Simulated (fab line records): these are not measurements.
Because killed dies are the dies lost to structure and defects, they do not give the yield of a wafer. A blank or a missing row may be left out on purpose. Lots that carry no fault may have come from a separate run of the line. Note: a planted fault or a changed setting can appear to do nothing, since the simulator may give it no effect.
A struck lot beside a sound one | flow rit-cmos | 15 out of 202 route steps
Sound: wafers L996.2, L996.3, L996.5. Wafers L991.1, L991.3, L991.6 were the ones struck. Last of all comes the cause.
Order at every step that has rows: each side's tool, ch and its chambers, its first start. Under that, the readings that differ: sound wafers | struck wafers | difference of the means | sigmas: that difference in standard deviations of wafers without a fault.
alike: same words and numbers on both sides, and readings whose means sit less than 2 such deviations apart. not compared: any withheld reading, any reading some wafer has no value for, any bound like >300 that may hide the same value, and any number with overlapping values for which the record gives no deviation.
The two part at a step that has a row with sigmas, a row that says differs or no value, or rows on one side only. Numbers that don't overlap but have no deviation are shown without sigmas and don't part them. A reading that every wafer of one side lacks parts them only if that side has two wafers or more.

first, 2 steps without rows for these wafers: RIT_SDANNEAL_CLEAN_01 (cleans in dHF, time 30 s); RIT_SDANNEAL_CLEAN_02 (cleans in SC2, time 600 s).
RIT_SDANNEAL_RTA_03: time 5 s.
  sound on rtp-anneal-01 ch 0, day 6 17:29; struck on rtp-anneal-02 ch 0, day 5 18:34
  alike: wafer_temp_C_max
RIT_SDANNEAL_RS_MEAS_04: a four-point-probe measurement.
  sound on film-metro-03 at day 6 17:33; struck on film-metro-03 at day 5 18:37
  alike: PSD_RS
RIT_SDANNEAL_RS_MEAS_05: a four-point-probe measurement.
  sound on film-metro-03 at day 6 17:40; struck on film-metro-03 at day 5 18:44
  alike: NSD_RS
RIT_SDANNEAL_RS_MEAS_06: a four-point-probe measurement.
  sound on film-metro-03 at day 6 17:47; struck on film-metro-03 at day 5 18:52
  alike: PLDD_RS
RIT_SDANNEAL_RS_MEAS_07: a four-point-probe measurement.
  sound on film-metro-03 at day 6 17:55; struck on film-metro-03 at day 5 18:59
  alike: NLDD_RS
then, 1 step without rows for these wafers: RIT_SILICIDE_WET_ETCH_00 (etches SiO2 in BOE, target depth 14 nm, time 15 s).
RIT_SILICIDE_SPUTTER_01: material Ti, target thk 30 nm, time 240 s.
  sound on pvd-sputter-03 at day 6 18:02; struck on pvd-sputter-04 at day 5 19:07
  alike: throttle-valve-pct
RIT_SILICIDE_RS_MEAS_02: a four-point-probe measurement.
  sound on film-metro-04 at day 6 18:12; struck on film-metro-01 at day 5 19:16
  alike: SILICIDE_TI_RS
RIT_SILICIDE_THK_MEAS_03: measures by xrf.
  sound on film-metro-04 at day 6 18:19; struck on film-metro-01 at day 5 19:23
  alike: SILICIDE_TI_THK
RIT_SILICIDE_RTA_04: time 10 s, ramp up 5 s, ramp down 5 s.
  sound on rtp-anneal-02 ch 0, day 6 18:22; struck on rtp-anneal-01 ch 0, day 5 19:27
  alike: wafer_temp_C_max
RIT_SILICIDE_WET_ETCH_05: etches Ti in SPM, time 120 s.
  sound on wet-bench-04 ch 0, day 6 18:25; struck on wet-bench-04 ch 3, day 5 19:31
  no value came back on the struck wafers for bath-guard-temp-C (C), bath-heat-duty-pct (%), time-s (s); on the sound wafers bath-guard-temp-C (C) reads 90.6 90.9 90.8
RIT_SILICIDE_RTA_06: time 10 s, ramp up 5 s, ramp down 10 s.
  sound on rtp-anneal-01 ch 0, day 6 18:29; struck on rtp-anneal-02 ch 0, day 5 19:33
  alike: wafer_temp_C_max
RIT_M1_PROBE_99:
  sound on prober-01 at day 7 00:51; struck on prober-02 at day 6 02:16
  reading             | sound  | struck                                                               | difference                   | sigmas
  hold                | - - -  | await-dispo/2.4h/scrap await-dispo/2.4h/scrap await-dispo/2.4h/scrap | no value on the sound wafers |
  killed-at-front-end | 7 7 13 | 264 264 264                                                          | +255                         | +94
  killed-dies         | 7 7 13 | 264 264 264                                                          | +255                         | +94
  killed-on-rim       | 0 4 4  | 70 70 70                                                             | +67                          | +48
  alike: killed-at-contacts, killed-open, killed-short

## WHERE THEY PART
First at RIT_SILICIDE_WET_ETCH_05; last, within this record, at RIT_M1_PROBE_99.

WHY: the cause the simulator had injected
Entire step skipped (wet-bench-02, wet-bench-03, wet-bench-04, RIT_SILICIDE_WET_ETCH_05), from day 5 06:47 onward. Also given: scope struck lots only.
